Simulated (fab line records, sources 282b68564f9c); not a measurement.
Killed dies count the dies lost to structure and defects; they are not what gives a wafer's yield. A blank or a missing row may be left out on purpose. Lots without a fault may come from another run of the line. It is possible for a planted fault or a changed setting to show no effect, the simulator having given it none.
fab line records ; flow rit_cmos
[record] lots = 14; wafers = 42; last_day = 7
route steps=202 shown PLDD@122 M1@202
lots that met no fault: from a run of the same line without faults
start_h: the number of hours between the record's first day and the start of the first shown wafer of the lot ; wait_h: hours since the lot's step before ; " the same as in the row above ; L1.1+2: several wafers, shown together as one row ; - value missing, or start not given ; * or withheld: withheld ; < > ~ a bound
route shown NAME@n: names a module that has steps shown in the file, with the first one's number in the route ; usual: mean/standard deviation of fault-free wafers ; same: alike in all rows ; chamber/n: place in a boat ; sites: each site's reading ; _std_site: how widely they spread, as a standard deviation ; _edge_site: outer sites' mean less inner sites' ; radius_mm: for every site, how far away it sits from the centre of the wafer ; mask NAME#n: copy n ; behind: tool/chamber where the wafer was last shaped ; hold: why the lot went on hold/how many hours it stayed there/how the hold came to an end ; device: whichever transistor did not switch (one of n, p or np) ; end of line: at the end of the route, the tests of the same wafers ; a step with no rows: only its recipe ; killed: at the first sort, the dies lost to defects and structure; wafer yield is something else ; map: shows each die of a wafer: x if killed, . if not, _ if none is there
set.NAME: the run value of the setting; set.NAME@STEP: its run value at that earlier step ; model.NAME: the simulator's own value behind a step, which no gauge read
one table for each step of the route and one row for each wafer, over a sample of lots
services: a tool's chamber out of use, with start hour (start_h, from the record's first day; less than 0 if before it), hours out, and reason
[[steps]]
[step RIT_PLDD_IMPLANT_08]
[recipe] species = BF2; energy_kev = 20; dose_cm2 = 9e+14; tilt_deg = 7
[usual] beam_energy_keV = 19.999/0.0065; beam_on_s = 10.00/0.17; dose_ions_cm2 = 9.001e+14/9.9e+11; end_station_pressure_torr = 7.3e-06/4.1e-07; faraday_current_uA = 2822/48
lot.wafer;tool;chamber;start_h;wait_h;beam_energy_keV;beam_on_s;dose_ions_cm2;end_station_pressure_torr;faraday_current_uA
L139.1;implanter-01;0;45.51;0.1;19.988;9.94;9.005e+14;6.7e-06;2844
L139.4;implanter-01;0;45.51;0.1;19.999;10.12;9.017e+14;6.8e-06;2786
L139.6;implanter-01;0;45.51;0.1;19.994;10.16;9.018e+14;7.6e-06;2788
L140.2;implanter-03;0;52.19;0.1;19.998;9.67;8.974e+14;7.7e-06;2906
L140.3;implanter-03;0;52.19;0.1;19.995;9.86;8.998e+14;6.6e-06;2861
L140.6;implanter-03;0;52.19;0.1;19.995;9.82;8.971e+14;7.2e-06;2879
L142.3;implanter-02;0;62.09;0.1;20.000;9.88;9.003e+14;6.8e-06;2862
L142.4;implanter-02;0;62.09;0.1;20.001;10.09;9e+14;7.3e-06;2807
L142.6;implanter-02;0;62.09;0.1;20.002;10.13;9.002e+14;7.1e-06;2789
L143.1;implanter-03;0;68.02;0.1;20.015;9.84;9.001e+14;7.6e-06;2877
L143.4;implanter-03;0;68.02;0.1;20.003;10.02;9.014e+14;7.2e-06;2812
L143.5;implanter-03;0;68.02;0.1;20.004;10.06;9.021e+14;7.6e-06;2807
L145.1;implanter-03;0;78.77;0.1;20.007;10.13;8.988e+14;7.1e-06;2784
L145.3;implanter-03;0;78.77;0.1;19.996;10.33;8.986e+14;7e-06;2728
L145.4;implanter-03;0;78.77;0.1;20.003;9.63;9.004e+14;7.8e-06;2916
L147.2;implanter-03;0;91.49;0.1;20.000;9.95;9.008e+14;8e-06;2837
L147.4;implanter-03;0;91.49;0.1;20.009;10.01;9.004e+14;7e-06;2801
L147.6;implanter-03;0;91.49;0.1;19.992;10.00;9.009e+14;8.1e-06;2839
L148.1;implanter-03;0;97.38;0.1;19.984;9.73;9.002e+14;6.8e-06;2883
L148.4;implanter-03;0;97.38;0.1;19.986;9.96;8.999e+14;6.9e-06;2845
L148.5;implanter-03;0;97.38;0.1;19.987;10.17;9.014e+14;7.5e-06;2785
L149.1;implanter-02;0;100.88;0.1;20.003;9.80;8.991e+14;7.4e-06;2861
L149.3;implanter-02;0;100.88;0.1;19.997;10.19;8.998e+14;7.2e-06;2763
L149.6;implanter-02;0;100.88;0.1;20.003;10.20;9.002e+14;6.9e-06;2760
L152.2;implanter-02;0;117.97;0.1;20.011;10.06;8.998e+14;6.6e-06;2802
L152.3;implanter-02;0;117.97;0.1;20.007;10.07;8.988e+14;7.9e-06;2789
L152.5;implanter-02;0;117.97;0.1;20.002;10.12;8.988e+14;7.6e-06;2784
L156.1;implanter-02;0;133.60;0.1;19.992;9.87;8.993e+14;6.8e-06;2855
L156.2;implanter-02;0;133.60;0.1;20.000;10.13;8.997e+14;7.8e-06;2782
L156.4;implanter-02;0;133.60;0.1;20.005;10.10;8.993e+14;7.5e-06;2801
L157.1;implanter-02;0;137.93;0.1;20.005;10.10;1.7089e+15;8.1e-06;5255
L157.3;implanter-02;0;137.93;0.1;19.997;9.87;1.7097e+15;9.8e-06;5388
L157.4;implanter-02;0;137.93;0.1;19.995;10.10;1.709e+15;9.4e-06;5272
L158.2;implanter-02;0;144.10;0.1;19.998;9.82;1.7088e+15;9.3e-06;5417
L158.3;implanter-02;0;144.10;0.1;19.988;10.26;1.7105e+15;8.9e-06;5190
L158.6;implanter-02;0;144.10;0.1;19.999;9.86;1.7101e+15;9.1e-06;5383
L161.1;implanter-01;0;157.90;0.1;20.003;9.57;9.015e+14;7.2e-06;2949
L161.2;implanter-01;0;157.90;0.1;19.993;10.22;8.998e+14;7.5e-06;2758
L161.6;implanter-01;0;157.90;0.1;19.995;9.84;9e+14;6.9e-06;2857
L162.4;implanter-03;0;160.43;0.1;20.004;10.26;9.025e+14;7.4e-06;2754
L162.5;implanter-03;0;160.43;0.1;20.012;9.92;9.005e+14;6.5e-06;2840
L162.6;implanter-03;0;160.43;0.1;20.011;9.89;9.006e+14;7.2e-06;2863
[step RIT_PLDD_TW_MEAS_10]
[usual] PLDD_TW = 2365/26
lot.wafer;tool;chamber;start_h;wait_h;hold;PLDD_TW
L139.1;film_metro-01;-;45.84;0.1;-;2395
L139.4;film_metro-01;-;45.84;0.1;-;2400
L139.6;film_metro-01;-;45.84;0.1;-;2393
L140.2;film_metro-03;-;52.50;0.1;-;2366
L140.3;film_metro-03;-;52.50;0.1;-;2354
L140.6;film_metro-03;-;52.50;0.1;-;2375
L142.3;film_metro-04;-;62.39;0.1;-;2349
L142.4;film_metro-04;-;62.39;0.1;-;2337
L142.6;film_metro-04;-;62.39;0.1;-;2349
L143.1;film_metro-04;-;68.35;0.1;-;2353
L143.4;film_metro-04;-;68.35;0.1;-;2341
L143.5;film_metro-04;-;68.35;0.1;-;2345
L145.1;film_metro-01;-;79.09;0.1;-;2391
L145.3;film_metro-01;-;79.09;0.1;-;2381
L145.4;film_metro-01;-;79.09;0.1;-;2407
L147.2;film_metro-04;-;91.80;0.1;-;2348
L147.4;film_metro-04;-;91.80;0.1;-;2369
L147.6;film_metro-04;-;91.80;0.1;-;2354
L148.1;film_metro-01;-;97.70;0.1;-;2401
L148.4;film_metro-01;-;97.70;0.1;-;2381
L148.5;film_metro-01;-;97.70;0.1;-;2387
L149.1;film_metro-03;-;101.21;0.1;-;2346
L149.3;film_metro-03;-;101.21;0.1;-;2344
L149.6;film_metro-03;-;101.21;0.1;-;2345
L152.2;film_metro-01;-;118.28;0.1;-;2403
L152.3;film_metro-01;-;118.28;0.1;-;2401
L152.5;film_metro-01;-;118.28;0.1;-;2404
L156.1;film_metro-01;-;133.93;0.1;-;2403
L156.2;film_metro-01;-;133.93;0.1;-;2404
L156.4;film_metro-01;-;133.93;0.1;-;2414
L157.1;film_metro-04;-;138.25;0.1;await_dispo/0.2h/release;2710
L157.3;film_metro-04;-;138.25;0.1;await_dispo/0.2h/release;2712
L157.4;film_metro-04;-;138.25;0.1;await_dispo/0.2h/release;2697
L157.1;film_metro-04;-;138.48;0.2;-;2706
L157.3;film_metro-04;-;138.48;0.2;-;2716
L157.4;film_metro-04;-;138.48;0.2;-;2708
L158.2;film_metro-04;-;144.41;0.1;await_dispo/0.2h/release;2713
L158.3;film_metro-04;-;144.41;0.1;await_dispo/0.2h/release;2697
L158.6;film_metro-04;-;144.41;0.1;await_dispo/0.2h/release;2713
L158.2;film_metro-04;-;144.64;0.2;-;2723
L158.3;film_metro-04;-;144.64;0.2;-;2713
L158.6;film_metro-04;-;144.64;0.2;-;2726
L161.1;film_metro-04;-;158.23;0.1;-;2352
L161.2;film_metro-04;-;158.23;0.1;-;2355
L161.6;film_metro-04;-;158.23;0.1;-;2351
L162.4;film_metro-04;-;160.71;0.1;-;2343
L162.5;film_metro-04;-;160.71;0.1;-;2332
L162.6;film_metro-04;-;160.71;0.1;-;2349
[step RIT_SDANNEAL_RS_MEAS_06]
[recipe] thk_meas_gauge = four-point-probe
[usual] PLDD_RS = 178.5/0.49
lot.wafer;tool;chamber;start_h;wait_h;hold;PLDD_RS[ohm/sq]
L139.1;film_metro-01;-;52.02;0.1;-;178.4
L139.4;film_metro-01;-;52.02;0.1;-;178.3
L139.6;film_metro-01;-;52.02;0.1;-;178.3
L140.2;film_metro-03;-;58.83;0.1;-;178.4
L140.3;film_metro-03;-;58.83;0.1;-;178.4
L140.6;film_metro-03;-;58.83;0.1;-;178.8
L142.3;film_metro-03;-;69.06;0.1;-;177.6
L142.4;film_metro-03;-;69.06;0.1;-;178.4
L142.6;film_metro-03;-;69.06;0.1;-;178.3
L143.1;film_metro-04;-;74.61;0.1;-;178.4
L143.4;film_metro-04;-;74.61;0.1;-;178.8
L143.5;film_metro-04;-;74.61;0.1;-;178.5
L145.1;film_metro-01;-;85.33;0.1;-;178.6
L145.3;film_metro-01;-;85.33;0.1;-;179.6
L145.4;film_metro-01;-;85.33;0.1;-;179.0
L147.2;film_metro-04;-;98.01;0.1;-;177.7
L147.4;film_metro-04;-;98.01;0.1;-;177.9
L147.6;film_metro-04;-;98.01;0.1;-;177.8
L148.1;film_metro-03;-;103.76;0.1;-;178.4
L148.4;film_metro-03;-;103.76;0.1;-;178.1
L148.5;film_metro-03;-;103.76;0.1;-;177.7
L149.1;film_metro-01;-;107.42;0.1;-;179.1
L149.3;film_metro-01;-;107.42;0.1;-;178.3
L149.6;film_metro-01;-;107.42;0.1;-;178.5
L152.2;film_metro-01;-;125.74;0.1;-;178.8
L152.3;film_metro-01;-;125.74;0.1;-;178.2
L152.5;film_metro-01;-;125.74;0.1;-;178.4
L156.1;film_metro-01;-;140.34;0.1;-;178.7
L156.2;film_metro-01;-;140.34;0.1;-;179.0
L156.4;film_metro-01;-;140.34;0.1;-;178.4
L157.1;film_metro-01;-;149.13;0.1;await_dispo/0.2h/release;153.0
L157.3;film_metro-01;-;149.13;0.1;await_dispo/0.2h/release;153.1
L157.4;film_metro-01;-;149.13;0.1;await_dispo/0.2h/release;152.7
L157.1;film_metro-01;-;149.42;0.3;-;152.8
L157.3;film_metro-01;-;149.42;0.3;-;153.0
L157.4;film_metro-01;-;149.42;0.3;-;152.7
L158.2;film_metro-01;-;154.20;0.1;await_dispo/0.2h/release;153.0
L158.3;film_metro-01;-;154.20;0.1;await_dispo/0.2h/release;153.7
L158.6;film_metro-01;-;154.20;0.1;await_dispo/0.2h/release;152.7
L158.2;film_metro-01;-;154.49;0.3;-;153.0
L158.3;film_metro-01;-;154.49;0.3;-;153.7
L158.6;film_metro-01;-;154.49;0.3;-;152.8
L161.1;film_metro-03;-;164.44;0.1;-;177.7
L161.2;film_metro-03;-;164.44;0.1;-;178.4
L161.6;film_metro-03;-;164.44;0.1;-;177.3
L162.4;film_metro-03;-;167.09;0.1;-;178.3
L162.5;film_metro-03;-;167.09;0.1;-;178.6
L162.6;film_metro-03;-;167.09;0.1;-;178.7
[step RIT_M1_PROBE_99]
[usual] defect_limited_yield = 97.2/1.3; killed_at_contacts = 0.0/0.18; killed_at_front_end = 7/3.4; killed_dies = 7/3.4; killed_open = 3.7/2.2; killed_short = 3.6/2.2; sort_bin_3_pad_short = 0.2/0.24; sort_bin_5_function = 1.6/0.94; sort_bin_6_memory = 1.1/0.72; sort_n_pass = 257/3.4; sort_yield_pct = 97.2/1.3
[same] gross_dies = 264; killed_at_M0_to_M3 = 0; killed_at_M4_up = 0; killed_at_back_side = 0; killed_at_other = 0
lot.wafer;tool;chamber;start_h;wait_h;defect_limited_yield[%];killed_at_contacts;killed_at_front_end;killed_dies;killed_open;killed_short;sort_bin_3_pad_short[%];sort_bin_5_function[%];sort_bin_6_memory[%];sort_n_pass;sort_yield_pct[%]
L139.1;prober-02;-;59.17;0.1;96.2;0;10;10;4;6;0.4;1.9;1.5;254;96.2
L139.4;prober-02;-;59.32;0.2;97.0;0;8;8;5;3;0;1.1;1.9;256;97.0
L139.6;prober-02;-;59.42;0.2;97.3;0;7;7;5;2;0;1.9;0.8;257;97.3
L140.2;prober-01;-;65.91;0.1;99.2;0;2;2;2;0;0;0.8;0;262;99.2
L140.3;prober-01;-;65.96;0.2;98.9;1;2;3;2;1;0;1.1;0;261;98.9
L140.6;prober-01;-;66.11;0.2;98.5;0;4;4;3;1;0;0.8;0.8;260;98.5
L142.3;prober-01;-;76.39;0.2;98.5;0;4;4;1;3;0;0.4;1.1;260;98.5
L142.4;prober-01;-;76.44;0.2;97.7;0;6;6;5;1;0;1.9;0.4;258;97.7
L142.6;prober-01;-;76.54;0.2;95.8;0;11;11;7;4;0.8;1.5;1.9;253;95.8
L143.1;prober-02;-;81.73;0.1;98.1;0;5;5;3;2;0;1.1;0.8;259;98.1
L143.4;prober-02;-;81.88;0.2;96.2;0;10;10;5;5;0;1.9;1.9;254;96.2
L143.5;prober-02;-;81.93;0.2;96.6;0;9;9;5;4;0;1.9;1.5;255;96.6
L145.1;prober-02;-;92.52;0.1;98.1;0;5;5;3;2;0;1.9;0;259;98.1
L145.3;prober-02;-;92.62;0.2;97.0;0;8;8;4;4;0.4;2.3;0.4;256;97.0
L145.4;prober-02;-;92.67;0.2;97.0;0;8;8;5;3;0;1.5;1.5;256;97.0
L147.2;prober-02;-;105.16;0.1;97.3;0;7;7;2;4;0.4;0.4;1.9;257;97.3
L147.4;prober-02;-;105.26;0.2;95.8;0;11;11;3;8;0;2.3;1.9;253;95.8
L147.6;prober-02;-;105.36;0.2;98.1;1;4;5;1;3;0;1.5;0.4;259;98.1
L148.1;prober-01;-;111.22;0.1;98.1;0;5;5;2;3;0;0.8;1.1;259;98.1
L148.4;prober-01;-;111.37;0.2;99.6;0;1;1;1;0;0;0;0.4;263;99.6
L148.5;prober-01;-;111.42;0.2;98.1;0;5;5;2;3;0;0.8;1.1;259;98.1
L149.1;prober-02;-;114.48;0.1;97.0;0;8;8;7;1;0;1.9;1.1;256;97.0
L149.3;prober-02;-;114.58;0.2;97.0;0;8;8;4;4;0;1.9;1.1;256;97.0
L149.6;prober-02;-;114.73;0.2;96.2;0;10;10;6;4;0.4;2.3;1.1;254;96.2
L152.2;prober-01;-;133.26;0.1;97.7;0;6;6;0;6;0.8;0.8;0.8;258;97.7
L152.3;prober-01;-;133.31;0.2;98.1;0;5;5;2;3;0.4;0.4;1.1;259;98.1
L152.5;prober-01;-;133.41;0.2;95.8;0;11;11;4;7;0;3.0;1.1;253;95.8
L156.1;prober-02;-;147.49;0.1;97.3;0;7;7;2;5;0;1.9;0.8;257;97.3
L156.2;prober-02;-;147.54;0.1;97.0;0;8;8;4;4;0.4;1.5;1.1;256;97.0
L156.4;prober-02;-;147.64;0.2;98.9;0;3;3;0;3;0;0.8;0.4;261;98.9
L161.1;prober-02;-;171.56;0.1;97.3;0;7;7;2;5;0.8;1.5;0.4;257;97.3
L161.2;prober-02;-;171.61;0.1;95.8;0;11;11;6;5;0;2.7;1.5;253;95.8
L161.6;prober-02;-;171.81;0.2;98.5;0;4;4;2;2;0.4;1.1;0;260;98.5
L162.4;prober-01;-;174.17;0.2;96.6;0;9;9;3;6;0.4;2.3;0.8;255;96.6
L162.5;prober-01;-;174.22;0.2;95.1;0;13;13;7;6;0.8;2.3;1.9;251;95.1
L162.6;prober-01;-;174.27;0.2;98.5;0;4;4;2;2;0;0.8;0.8;260;98.5
// killed by level:class
L139.1 GATE:geometric_particle:short=3 FOX2:geometric_particle:open=2 FOX1:geometric_particle:short=1 FOX2:geometric_particle:short=1 GATE:geometric_particle:open=1 SILICIDE:geometric_particle:short=1 SILICIDE:geometric_particle:open=1
L139.4 GATE:geometric_particle:open=4 FOX1:geometric_particle:short=2 GATE:geometric_particle:short=1 SPACER:geometric_particle:open=1
L139.6 FOX2:geometric_particle:open=2 SPACER:geometric_particle:open=2 FOX1:geometric_particle:short=1 FOX1:geometric_particle:open=1 FOX2:geometric_particle:short=1
L140.2 REOX:geometric_particle:open=1 SPACER:geometric_particle:open=1
L140.3 GATE:geometric_particle:short=1 GATE:geometric_particle:open=1 CONTACT:geometric_particle:open=1
L140.6 SILICIDE:geometric_particle:open=2 GATE:geometric_particle:open=1 SILICIDE:geometric_particle:short=1
L142.3 FOX1:geometric_particle:short=1 GATE:geometric_particle:short=1 REOX:geometric_particle:open=1 REOX:geometric_particle:short=1
L142.4 GATE:geometric_particle:open=4 REOX:geometric_particle:open=1 SPACER:geometric_particle:short=1
L142.6 REOX:geometric_particle:open=3 GATE:geometric_particle:short=2 SPACER:geometric_particle:short=2 FOX1:geometric_particle:open=1 GATE:geometric_particle:open=1 SPACER:geometric_particle:open=1 SILICIDE:geometric_particle:open=1
L143.1 GATE:geometric_particle:open=2 GATE:geometric_particle:short=2 REOX:geometric_particle:open=1
L143.4 REOX:geometric_particle:open=3 SPACER:geometric_particle:short=3 SPACER:geometric_particle:open=2 SILICIDE:geometric_particle:short=2
L143.5 GATE:geometric_particle:short=3 REOX:geometric_particle:open=2 SPACER:geometric_particle:open=2 GATE:geometric_particle:open=1 SPACER:geometric_particle:short=1
L145.1 GATE:geometric_particle:open=2 FOX1:geometric_particle:short=1 FOX1:geometric_particle:open=1 SILICIDE:geometric_particle:short=1
L145.3 GATE:geometric_particle:open=3 GATE:geometric_particle:short=2 REOX:geometric_particle:short=1 REOX:geometric_particle:open=1 SPACER:geometric_particle:short=1
L145.4 GATE:geometric_particle:open=2 FOX1:geometric_particle:short=1 FOX1:geometric_particle:open=1 SPACER:geometric_particle:short=1 SPACER:geometric_particle:open=1 SILICIDE:geometric_particle:open=1 SILICIDE:geometric_particle:short=1
L147.2 GATE:geometric_particle:open=2 SPACER:geometric_particle:short=2 GATE:geometric_particle:short=1 SILICIDE:geometric_particle:short=1 NSD:coat_microbubble_printed=1
L147.4 GATE:geometric_particle:short=6 FOX1:geometric_particle:short=2 GATE:geometric_particle:open=2 FOX1:geometric_particle:open=1
L147.6 GATE:geometric_particle:open=1 GATE:geometric_particle:short=1 SPACER:geometric_particle:short=1 CONTACT:geometric_particle:short=1 NSD:coat_microbubble_printed=1
L148.1 GATE:geometric_particle:short=2 FOX1:geometric_particle:short=1 GATE:geometric_particle:open=1 SILICIDE:geometric_particle:open=1
L148.4 FOX2:geometric_particle:open=1
L148.5 FOX1:geometric_particle:short=1 FOX1:geometric_particle:open=1 GATE:geometric_particle:short=1 GATE:geometric_particle:open=1 REOX:geometric_particle:short=1
L149.1 SILICIDE:geometric_particle:open=3 ACTIVE:geometric_particle:open=1 FOX1:geometric_particle:open=1 GATE:geometric_particle:open=1 SPACER:geometric_particle:open=1 SPACER:geometric_particle:short=1
L149.3 SPACER:geometric_particle:open=3 FOX1:geometric_particle:short=2 REOX:geometric_particle:short=2 GATE:geometric_particle:open=1
L149.6 GATE:geometric_particle:open=3 GATE:geometric_particle:short=2 SPACER:geometric_particle:open=2 FOX1:geometric_particle:short=1 REOX:geometric_particle:open=1 SPACER:geometric_particle:short=1
L152.2 FOX1:geometric_particle:short=2 GATE:geometric_particle:short=2 SPACER:geometric_particle:short=1 SILICIDE:geometric_particle:short=1
L152.3 FOX1:geometric_particle:short=1 GATE:geometric_particle:short=1 GATE:geometric_particle:open=1 REOX:geometric_particle:open=1 SILICIDE:geometric_particle:short=1
L152.5 GATE:geometric_particle:open=2 REOX:geometric_particle:short=2 SPACER:geometric_particle:short=2 FOX1:geometric_particle:short=1 FOX1:geometric_particle:open=1 GATE:geometric_particle:short=1 REOX:geometric_particle:open=1 SILICIDE:geometric_particle:short=1
L156.1 SILICIDE:geometric_particle:short=3 SILICIDE:geometric_particle:open=2 SPACER:geometric_particle:short=2
L156.2 GATE:geometric_particle:open=2 SPACER:geometric_particle:short=2 GATE:geometric_particle:short=1 REOX:geometric_particle:short=1 SPACER:geometric_particle:open=1 SILICIDE:geometric_particle:open=1
L156.4 GATE:geometric_particle:short=2 SILICIDE:geometric_particle:short=1
L161.1 GATE:geometric_particle:short=3 FOX1:geometric_particle:short=1 REOX:geometric_particle:open=1 SPACER:geometric_particle:open=1 SPACER:geometric_particle:short=1
L161.2 FOX1:geometric_particle:short=2 GATE:geometric_particle:open=2 GATE:geometric_particle:short=2 SPACER:geometric_particle:open=2 FOX1:geometric_particle:open=1 FOX2:geometric_particle:open=1 SPACER:geometric_particle:short=1
L161.6 GATE:geometric_particle:short=2 REOX:geometric_particle:open=1 SILICIDE:geometric_particle:open=1
L162.4 GATE:geometric_particle:short=4 GATE:geometric_particle:open=2 REOX:geometric_particle:open=1 SPACER:geometric_particle:short=1 SILICIDE:geometric_particle:short=1
L162.5 GATE:geometric_particle:open=3 GATE:geometric_particle:short=3 SILICIDE:geometric_particle:open=2 FOX2:geometric_particle:open=1 FOX2:geometric_particle:short=1 REOX:geometric_particle:short=1 REOX:geometric_particle:open=1 SPACER:geometric_particle:short=1
L162.6 FOX2:geometric_particle:short=1 GATE:geometric_particle:open=1 REOX:geometric_particle:open=1 SILICIDE:geometric_particle:short=1
[[services]]
tool;chamber;start_h;hours;kind
implanter-02;-;87.65;5.7;repair
implanter-01;-;91.33;1.1;repair
implanter-02;-;140.11;1.0;repair
implanter-03;-;144.48;1.5;repair
[[key]]
[first_sign] step = RIT_PLDD_IMPLANT_08; reading = dose_ions_cm2; direction = up; sigmas = 99+; usual = 9.001e+14; struck = 1.7095e+15
[effect] step = RIT_PLDD_IMPLANT_08; reading = faraday_current_uA; direction = up; sigmas = 52; usual = 2822; struck = 5317
[effect] step = RIT_PLDD_TW_MEAS_10; reading = visit; direction = added
[effect] step = RIT_PLDD_TW_MEAS_10; reading = PLDD_TW; direction = up; sigmas = 13; usual = 2365; struck = 2707
[effect] step = RIT_SDANNEAL_RS_MEAS_06; reading = PLDD_RS; direction = down; sigmas = 52; usual = 178.5; struck = 153.0
met_at RIT_PLDD_IMPLANT_08
struck_lots L157,L158
scrapped_behind RIT_SDANNEAL_RS_MEAS_06 L157.1,L157.3,L157.4,L158.2,L158.3,L158.6
onset_between 133.60 137.93
[fault] kind = process_parameter_drift; tool = implanter-02; chamber = -; onset_h = 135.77; steps = RIT_PLDD_IMPLANT_08; channel = dose_cm2; offset = 8.1e+14; shape = step; end_h = 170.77; acts_in = these_recipes_only; stated = 9e+14
